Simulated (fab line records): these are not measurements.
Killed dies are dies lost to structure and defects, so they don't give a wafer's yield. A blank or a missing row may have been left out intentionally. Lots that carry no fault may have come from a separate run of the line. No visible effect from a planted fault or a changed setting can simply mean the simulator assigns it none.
Which tool is to blame? ; flow rit cmos ; 21 wafers from 7 lots sampled at 2 of the route's 202 steps

## WHAT EACH GAUGE READ, for each wafer
RIT_GATE_THK_MEAS_07.
lot;measured;on;GATE_OXIDE_THK (nm)
L984;day 2 17:01;film metro-03;2.93 2.93 2.96
L989;day 3 16:22;film metro-03;2.97 2.92 2.87
L994;day 4 18:43;film metro-02;3.37 3.30 3.28 3.32 3.28 3.29
L998;day 5 15:50;film metro-03;3.01 3.13 3.01
L100;day 6 01:32;film metro-02;2.95 3.03 3.02
L103;day 6 18:43;film metro-03;3.04 3.02 3.03
L106;day 7 11:55;film metro-02;3.04 2.99 2.98

## TOOL THAT RAN EACH LOT (tool first, then ch and the chambers of the sampled wafers, then the start)
lot;RIT_GATE_OXIDATION_05
L984;furnace-02 ch 0, day 2 15:41
L989;furnace-01 ch 0, day 3 15:03
L994;furnace-03 ch 0, day 4 17:23
L998;furnace-01 ch 0, day 5 12:55
L100;furnace-01 ch 0, day 6 00:01
L103;furnace-02 ch 0, day 6 17:23
L106;furnace-02 ch 0, day 7 10:29
- RIT_GATE_OXIDATION_05: target thk 3 nm, ox time 270 s.

## THE ANSWER, worked out from the rows above alone
Rule: usual is defined by the lots themselves. The widest of any qualifying gaps counts: lots, ordered by their means at a reading, are off when they make up no more than a third of the lots, leave a main group of 4 or more, and stand apart from it by 3 or more times the standard deviation of that group's means. If all means in a main group match to the digits the tables above print for the reading, that group is not used. A lot without any number at a reading at which 4 lots or more have one is off too. All remaining lots with rows at the step are treated as sound.
Off: L994, at RIT_GATE_THK_MEAS_07 (GATE_OXIDE_THK). Main group: mean 2.99 nm, sd 0.046.
A tool fits if, at a process step before that reading, it ran every lot that is off, and no sound lot after the first of them. Those tools and the gauges at RIT_GATE_THK_MEAS_07 are tried in the same way. One candidate fits, namely furnace-03 at RIT_GATE_OXIDATION_05. It ran no sound lot before its first lot that is off in this sample, so the start can't be narrowed down.

## WHAT HAD BEEN PUT IN BY THE SIMULATOR
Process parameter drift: furnace-03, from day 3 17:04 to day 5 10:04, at RIT_GATE_OXIDATION_05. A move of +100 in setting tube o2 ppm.
Struck lots among those shown: L994. The same result came from the rule above.
